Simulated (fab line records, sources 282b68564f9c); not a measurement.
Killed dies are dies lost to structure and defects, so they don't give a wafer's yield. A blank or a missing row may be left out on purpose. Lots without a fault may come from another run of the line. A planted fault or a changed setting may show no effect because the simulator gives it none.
A struck lot beside a sound one | flow rit_cmos | 44 steps out of a route of 202
Sound: wafers L152.2, L152.3, L152.6. Struck: wafers L163.2, L163.4, L163.5. The cause comes at the end.
At each step with rows: each side's tool, then ch and its chambers, then its first start. Under that, the readings that differ: sound wafers | struck wafers | difference of the means | sigmas: that difference in standard deviations of wafers without a fault.
alike: readings whose means differ by less than 2 such deviations, and words and numbers that are the same on both sides. not compared: withheld readings, readings that some wafer has no value for, bounds like >300 that may hide the same value, and numbers for which the record gives no deviation and whose values overlap.
The two part at a step that has a row with sigmas, a row that says differs or no value, or rows on one side only. Numbers that don't overlap but have no deviation are shown without sigmas and don't part them. A reading that every wafer of one side lacks parts them only if that side has two wafers or more.

first, 3 steps without rows for these wafers: RIT_REOX_CLEAN_01 (cleans in dHF, time 30 s); RIT_REOX_CLEAN_02 (cleans in SC2, time 600 s); RIT_REOX_OXIDATION_03 (target thk 25.2 nm, ox time 5580 s).
RIT_REOX_THK_MEAS_04:
  sound on film_metro-02, day 5 09:52; struck on film_metro-04, day 7 16:16
  alike: REOX_OXIDE_THK
then, 6 steps without rows for these wafers: RIT_NLDD_HMDS_00 (prime time 60 s); RIT_NLDD_COAT_01 (resist thk 1000 nm); RIT_NLDD_SOFTBAKE_02 (time 60 s); RIT_NLDD_EXPOSE_03 (exposes mask M7, target cd 40700 nm); RIT_NLDD_PEB_04; RIT_NLDD_DEVELOP_05 (develop time 50 s).
RIT_NLDD_OVL_MEAS_06:
  sound on overlay-02, day 5 10:46; struck on overlay-02, day 7 17:22
  reading       | sound        | struck         | difference | sigmas
  NLDD_OVL (nm) | 0.4 0.5 -0.8 | -4.7 -2.0 -3.1 | -3.3       | -2
then, 1 step without rows for these wafers: RIT_NLDD_HARDBAKE_07 (time 60 s).
RIT_NLDD_IMPLANT_08:
  sound on implanter-02 ch 0, day 5 10:59; struck on implanter-01 ch 0, day 7 17:34
  reading            | sound                         | struck                      | difference | sigmas
  dose_ions_cm2      | 4.998e+14 4.997e+14 4.999e+14 | 7.103e+14 7.1e+14 7.101e+14 | +2.103e+14 | +99 or more
  faraday_current_uA | 1624 1565 1540                | 2173 2246 2261              | +650       | +19
  alike: end_station_pressure_torr
RIT_NLDD_STRIP_09: strips in O2, time 180 s.
  sound on plasma_asher-01 ch 0,1, day 5 11:06; struck on plasma_asher-04 ch 1, day 7 17:41
  reading                     | sound       | struck      | difference | sigmas
  drypump_motor_current_A (A) | 5.7 5.6 5.6 | 6.7 6.6 6.6 | +1.0       | +2
  not compared: rf_hours_counter_h
RIT_NLDD_TW_MEAS_10:
  sound on film_metro-01, day 5 11:17; struck on film_metro-03, day 7 17:53
  reading | sound          | struck         | difference | sigmas
  NLDD_TW | 2474 2475 2470 | 2738 2722 2727 | +256       | +12
then, 6 steps without rows for these wafers: RIT_PLDD_HMDS_00 (prime time 60 s); RIT_PLDD_COAT_01 (resist thk 1000 nm); RIT_PLDD_SOFTBAKE_02 (time 60 s); RIT_PLDD_EXPOSE_03 (exposes mask M8, target cd 40900 nm); RIT_PLDD_PEB_04; RIT_PLDD_DEVELOP_05 (develop time 50 s).
RIT_PLDD_OVL_MEAS_06:
  sound on overlay-01, day 5 12:11; struck on overlay-01, day 7 18:55
  alike: PLDD_OVL
then, 2 steps without rows for these wafers: RIT_PLDD_HARDBAKE_07 (time 60 s); RIT_PLDD_IMPLANT_08.
RIT_PLDD_STRIP_09: strips in O2, time 180 s.
  sound on plasma_asher-03 ch 0,1, day 5 12:31; struck on plasma_asher-02 ch 0,1, day 7 19:14
  alike: drypump_motor_current_A
  not compared: rf_hours_counter_h
RIT_PLDD_TW_MEAS_10:
  sound on film_metro-02, day 5 12:43; struck on film_metro-01, day 7 19:25
  alike: PLDD_TW
then, 4 steps without rows for these wafers: RIT_SPACER_CLEAN_00 (cleans in SC1, time 600 s); RIT_SPACER_CLEAN_01 (cleans in dHF, time 30 s); RIT_SPACER_CLEAN_02 (cleans in SC2, time 600 s); RIT_SPACER_CVD_03 (deposits Si3N4 from SiH2Cl2/NH3, target thk 250 nm, time 3300 s).
RIT_SPACER_THK_MEAS_04:
  sound on film_metro-04, day 5 15:16; struck on film_metro-01, day 7 22:55
  alike: SPACER_NITRIDE_THK
RIT_SPACER_ETCHBACK_05: etches Si3N4 in SF6/CHF3, stops on SiO2, target depth 250 nm, time 240 s.
  sound on rie_diel-02 ch 0,2, day 5 15:19; struck on rie_diel-02 ch 2,3, day 7 22:58
  alike: drypump_motor_current_A, oes_product_au, throttle_valve_pct
  not compared: rf_hours_counter_h
then, 6 steps without rows for these wafers: RIT_NSD_HMDS_00 (prime time 60 s); RIT_NSD_COAT_01 (resist thk 1000 nm); RIT_NSD_SOFTBAKE_02 (time 60 s); RIT_NSD_EXPOSE_03 (exposes mask M9, target cd 40700 nm); RIT_NSD_PEB_04; RIT_NSD_DEVELOP_05 (develop time 50 s).
RIT_NSD_OVL_MEAS_06:
  sound on overlay-01, day 5 16:26; struck on overlay-01, day 8 00:05
  alike: NSD_OVL
then, 2 steps without rows for these wafers: RIT_NSD_HARDBAKE_07 (time 60 s); RIT_NSD_IMPLANT_08.
RIT_NSD_STRIP_09: strips in O2, time 180 s.
  sound on plasma_asher-04 ch 0, day 5 16:46; struck on plasma_asher-03 ch 0,1, day 8 00:25
  alike: drypump_motor_current_A
  not compared: rf_hours_counter_h
RIT_SDANNEAL_RS_MEAS_07: measures by four-point-probe.
  sound on film_metro-03, day 5 19:37; struck on film_metro-01, day 8 03:13
  reading          | sound             | struck            | difference | sigmas
  NLDD_RS (ohm/sq) | 151.5 151.0 151.1 | 114.2 114.0 113.8 | -37.2      | -77
RIT_M1_PROBE_99:
  sound on prober-01, day 6 02:46; struck on prober-01, day 8 10:43
  reading                              | sound               | struck              | difference | sigmas
  model.etest.nmos_0p3.r_on_ohm_um     | 2125 2107 2141      | 1958 1990 1985      | -147       |
  model.etest.nmos_0p15.r_on_ohm_um    | 1112 1053 1108      | 959.1 963.5 995.8   | -118.2     |
  model.etest.nldd.rs_ohm_sq           | 376.4 371.5 372.9   | 286.5 282 286.9     | -88.5      |
  model.etest.nmos_turned.drive_ua_um  | 338.5 338.1 344.7   | 410.4 409.9 397.2   | +65.4      |
  model.etest.nmos_0p15.drive_ua_um    | 490.5 484.3 487.9   | 530.1 530.8 511.6   | +36.6      |
  model.etest.nldd.line_ohm_um         | 119.7 118.1 118.3   | 91.02 88.11 89.5    | -29.16     |
  model.etest.nmos_0p15.swing_mv_dec   | 85.53 86.38 85.95   | 86.98 87.77 86.94   | +1.28      |
  model.etest.nmos_0p15.off_log10_a_um | -9.768 -9.841 -9.63 | -9.12 -8.829 -9.416 | +0.62      |
  alike: killed_at_contacts, killed_at_front_end, killed_dies, killed_open, killed_short

WHERE THEY PART
First at RIT_NLDD_OVL_MEAS_06; last, within this record, at RIT_SDANNEAL_RS_MEAS_07. Later steps at which nothing parts them and some readings are alike: RIT_M1_PROBE_99.

WHY: what the simulator had put in
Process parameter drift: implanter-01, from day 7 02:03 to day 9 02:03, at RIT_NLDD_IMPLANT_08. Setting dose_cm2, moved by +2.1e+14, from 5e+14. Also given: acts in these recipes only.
